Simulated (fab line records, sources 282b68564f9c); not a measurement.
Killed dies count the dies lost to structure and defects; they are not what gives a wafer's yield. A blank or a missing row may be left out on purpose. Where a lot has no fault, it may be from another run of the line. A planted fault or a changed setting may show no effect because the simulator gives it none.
A lot that was struck, set against a sound lot -- flow ritCmos -- 15 steps out of a route of 202
Sound: the wafers L540.2, L540.3, L540.4. Wafers struck: L539.2, L539.5, L539.6. The cause comes at the end.
Order at every step that has rows: each side's tool, ch and its chambers, its first start. Under that, the readings that differ: sound wafers -- struck wafers -- difference of the means -- sigmas: that difference in standard deviations of wafers without a fault.
alike: readings with means less than 2 such deviations apart, plus words and numbers identical on both sides. not compared: withheld readings, readings lacking a value on some wafer, bounds such as >300 that could conceal the same value, and numbers that have no deviation in the record and whose values overlap.
A row with sigmas, a row that says differs or no value, or rows on one side alone: a step with any of these is where the two part. When numbers do not overlap yet have no deviation, they are printed without sigmas and do not part them. Lack of a reading on every wafer of one side parts them only where that side has two or more wafers.

RIT_CONTACT_CVD_00: deposits SiO2 from TEOS, target thk 400 nm, time 61 s.
  sound on pecvd-02 ch 0,1,2, day 5 11:43; struck on pecvd-04 ch 0,1,2, day 5 16:46
  alike: heaterPowerW
RIT_CONTACT_THK_MEAS_01:
  sound on filmMetro-04 at day 5 11:47; struck on filmMetro-04 at day 5 16:49
  alike: CONTACT_TEOS_THK
then, 6 steps without rows for these wafers: RIT_CONTACT_HMDS_02 (prime time 60 s); RIT_CONTACT_COAT_03 (resist thk 1000 nm); RIT_CONTACT_SOFTBAKE_04 (time 60 s); RIT_CONTACT_EXPOSE_05 (exposes mask M11, target cd 1000 nm); RIT_CONTACT_PEB_06; RIT_CONTACT_DEVELOP_07 (develop time 120 s).
RIT_CONTACT_CD_MEAS_08: target cd 1000 nm.
  sound on cdSem-02 at day 5 12:56; struck on cdSem-01 at day 5 17:52
  alike: cdNm
RIT_CONTACT_OVL_MEAS_09:
  sound on overlay-02 at day 5 13:03; struck on overlay-02 at day 5 17:58
  alike: CONTACT_OVL
then, 1 step without rows for these wafers: RIT_CONTACT_HARDBAKE_10 (time 60 s).
RIT_CONTACT_ETCH_11: etches SiO2 in CHF3/CF4/Ar, stops on TiSi2, target depth 480 nm, time 320 s.
  sound on rieDiel-04 ch 0,1,2, day 5 13:14; struck on rieDiel-04 ch 1,2, day 5 18:09
  alike: drypumpMotorCurrentA, oesProductAu, throttleValvePct
  not compared: rfHoursCounterH
RIT_CONTACT_STRIP_12: strips in O2, time 180 s.
  sound on plasmaAsher-03 ch 0,1, day 5 13:25; struck on plasmaAsher-03 ch 0,1, day 5 18:20
reading,sound,struck,difference,sigmas
runLengthS (s),207.87 207.83 208.43,196.17 196.61 196.56,-11.60,-41
  alike: drypumpMotorCurrentA
  not compared: rfHoursCounterH
RIT_CONTACT_CD_MEAS_90: target cd 1000 nm.
  sound on cdSem-02 at day 5 13:37; struck on cdSem-02 at day 5 18:32
  alike: cdNm
RIT_M1_PROBE_99:
  the record has rows for the sound wafers here (prober-01, day 5 19:01) and none for the struck ones

## WHERE THEY PART
First at RIT_CONTACT_STRIP_12; last, within this record, at RIT_M1_PROBE_99.

WHY: what the simulator had put in
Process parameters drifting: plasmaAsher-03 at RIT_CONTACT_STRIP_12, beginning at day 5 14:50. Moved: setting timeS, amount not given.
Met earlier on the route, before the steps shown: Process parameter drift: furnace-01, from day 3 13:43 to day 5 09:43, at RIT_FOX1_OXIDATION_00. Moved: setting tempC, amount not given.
